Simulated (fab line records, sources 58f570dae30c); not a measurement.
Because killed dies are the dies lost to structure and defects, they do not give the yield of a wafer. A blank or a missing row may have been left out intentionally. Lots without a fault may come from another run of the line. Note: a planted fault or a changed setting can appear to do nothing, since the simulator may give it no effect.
Split-lot trial    flow berkeley cmos170    on a route of 331 steps: 5 lots, 23 wafers read

## ON THE SPLIT
At UCB170_PLDD_EXPOSE_03 (exposes mask PSELECT, target cd 1200 nm), the setting dose mj was moved away from the recipe's 30 on 8 of the 23 wafers read, by -3.2% to +3.3%. All remaining wafers had this setting at the recipe value.

## FROM THE SPLIT TO THE READING: what the file shows between them, 2 steps
- UCB170_PLDD_PEB_04
- UCB170_PLDD_DEVELOP_05: develop time 45 s

## THE READING
cd nm, in nm, at UCB170_PLDD_CD_MEAS_06 (target cd 1200 nm). Fault-free wafers of this fab line usually give 1200.8 nm, standard deviation 1.2 nm.

wafer   tool, chamber at the split  dose mj as run  against the recipe  cd nm, nm  against lot-mates on the recipe
L076.1  krf scanner-01, 0           30.99           +3.3%               1208.2     +7.8
L076.2  krf scanner-01, 0           30              recipe              1200.5     -
L076.3  krf scanner-01, 0           30.99           +3.3%               1205.3     +4.9
L076.4  krf scanner-01, 0           30.99           +3.3%               1205.7     +5.3
L076.6  krf scanner-01, 0           30              recipe              1200.3     -
L077.1  krf scanner-02, 0           30              recipe              1200.2     -
L077.4  krf scanner-02, 0           30              recipe              1200.3     -
L077.5  krf scanner-02, 0           30              recipe              1200.6     -
L079.1  krf scanner-01, 0           29.05           -3.2%               1193.6     -6.9
L079.2  krf scanner-01, 0           29.05           -3.2%               1195.0     -5.5
L079.3  krf scanner-01, 0           29.05           -3.2%               1194.3     -6.2
L079.4  krf scanner-01, 0           30              recipe              1200.7     -
L079.6  krf scanner-01, 0           30              recipe              1200.2     -
L080.1  krf scanner-01, 0           30              recipe              1198.5     -
L080.2  krf scanner-01, 0           30.95           +3.2%               1204.9     +6.5
L080.3  krf scanner-01, 0           30              recipe              1198.0     -
L080.4  krf scanner-01, 0           30.95           +3.2%               1205.4     +7.0
L080.5  krf scanner-01, 0           30              recipe              1198.8     -
L082.1  krf scanner-02, 0           30              recipe              1198.8     -
L082.2  krf scanner-02, 0           30              recipe              1199.9     -
L082.4  krf scanner-02, 0           30              recipe              1200.0     -
L082.5  krf scanner-02, 0           30              recipe              1201.0     -
L082.6  krf scanner-02, 0           30              recipe              1200.5     -

FIT RESULTS
A straight line over all 23 wafers: cd nm changes by +1.82 nm for each +1% of dose mj; r = +0.97; the points scatter about the line by 0.95 nm.
The same after taking each lot's own level away (the mean of its wafers on the recipe; 23 wafers): +1.94 nm for each +1%; r = +0.98; scatter 0.7 nm.
That fit puts the effect of the largest move of dose mj on the reading at 6.4 nm.
The span of the lots' own levels, 1198.43 to 1200.45 nm, comes to 1.7 times the standard deviation stated above.
The two slopes are in agreement: the lot-to-lot level therefore moves the slope only a little.
Check: +6.13 nm against its lot-mates is what the line predicts for one of the wafers moved furthest among these (+3.3%) when that wafer is left out of the fit. It came out at +7.8 nm against them.

## OTHER SPLITS ON THESE WAFERS
Other splits were also applied to these wafers ahead of the reading. Each is held against what the fit with the lots' levels taken away leaves over:
other split on the same wafers  wafers away from the commonest value  r with cd nm (lot level and that fit taken away)
UCB170_GATE_COAT_07 spin rpm    8                                     +0.10

## FILE'S OWN FIT
cd nm changes by +1.96 nm for each +1% of dose mj, r = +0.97.
